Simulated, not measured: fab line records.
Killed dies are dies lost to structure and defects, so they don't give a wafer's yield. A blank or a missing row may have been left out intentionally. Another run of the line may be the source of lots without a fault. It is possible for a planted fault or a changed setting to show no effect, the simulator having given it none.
The same fault as seen by 2 desks || flow rit_cmos || each desk has only its own numbers; what lay behind them comes last

== AT THE METROLOGY DESK ==
What the gauges read, lot by lot, whatever tool the lot ran on: means of the sampled wafers that have a number. If a lot's mean is further than 4 standard deviations from the usual mean, the lot is out of limits and carries the mark OUT (the distance appears in the brackets).
Columns: A = SILICIDE_TI_RS at RIT_SILICIDE_RS_MEAS_02, usual 47.9 ohm/sq
{"lot": "L748", "first seen here": "day 3 02:22", "A": 48.3}
{"lot": "L749", "first seen here": "day 3 08:32", "A": 48.0}
{"lot": "L750", "first seen here": "day 3 12:39", "A": 48.5}
{"lot": "L752", "first seen here": "day 3 23:28", "A": 48.1}
{"lot": "L753", "first seen here": "day 4 08:00", "A": 48.1}
{"lot": "L754", "first seen here": "day 4 11:40", "A": 47.3}
{"lot": "L755", "first seen here": "day 4 15:10", "A": 47.3}
{"lot": "L756", "first seen here": "day 4 23:20", "A": 47.0}
{"lot": "L757", "first seen here": "day 5 00:40", "A": 50.6}
{"lot": "L763", "first seen here": "day 6 09:27", "A": 48.1}
{"lot": "L764", "first seen here": "day 6 17:56", "A": 48.9}
{"lot": "L766", "first seen here": "day 6 23:56", "A": 48.2}
{"lot": "L770", "first seen here": "day 7 20:46", "A": 47.1}
Result from this desk: across the 13 lots, nothing is out of limits.

== FOR THE TOOL OWNER'S DESK: pvd_sputter-01 ==
The tool's own readings at RIT_SILICIDE_SPUTTER_01 (material Ti, target thk 30 nm, time 240 s): means of the sampled wafers that have a number, for each lot that ran on this tool. If a lot's mean is further than 4 standard deviations from the usual mean, the lot is out of limits and carries the mark OUT (the distance appears in the brackets).
Columns: A = chamber_pressure_pa at RIT_SILICIDE_SPUTTER_01, usual 0.6670 Pa; B = throttle_valve_pct at RIT_SILICIDE_SPUTTER_01, usual 29.6 %
{"lot": "L749", "first seen here": "day 3 08:22", "A": 0.6668, "B": 29.1}
{"lot": "L753", "first seen here": "day 4 07:51", "A": 0.6680, "B": 28.5}
{"lot": "L757", "first seen here": "day 5 00:31", "A": "0.6743 (+5.2) OUT", "B": 29.2}
This desk finds L757 out of limits, L757 being first, at day 5 00:31 (chamber_pressure_pa at RIT_SILICIDE_SPUTTER_01). L749, L753: within limits.

== TAKEN TOGETHER ==
At day 5 00:31, on L757, the tool owner's desk was in a position to raise an alarm.
Nothing out of limits was seen by the metrology desk.
The metrology desk holds a record of L757, inside its limits.
Every lot named ran RIT_SILICIDE_SPUTTER_01 on pvd_sputter-01.

== WHAT THE SIMULATOR PUT IN ==
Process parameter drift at RIT_SILICIDE_SPUTTER_01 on pvd_sputter-01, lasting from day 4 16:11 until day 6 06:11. A move of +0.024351 in setting chamber_pressure_pa, from 0.667. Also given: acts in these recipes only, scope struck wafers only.
Lots struck among those shown: L757.
How many hours passed from the start of the fault until each desk's first out-of-limits reading: the tool owner's desk, 8.
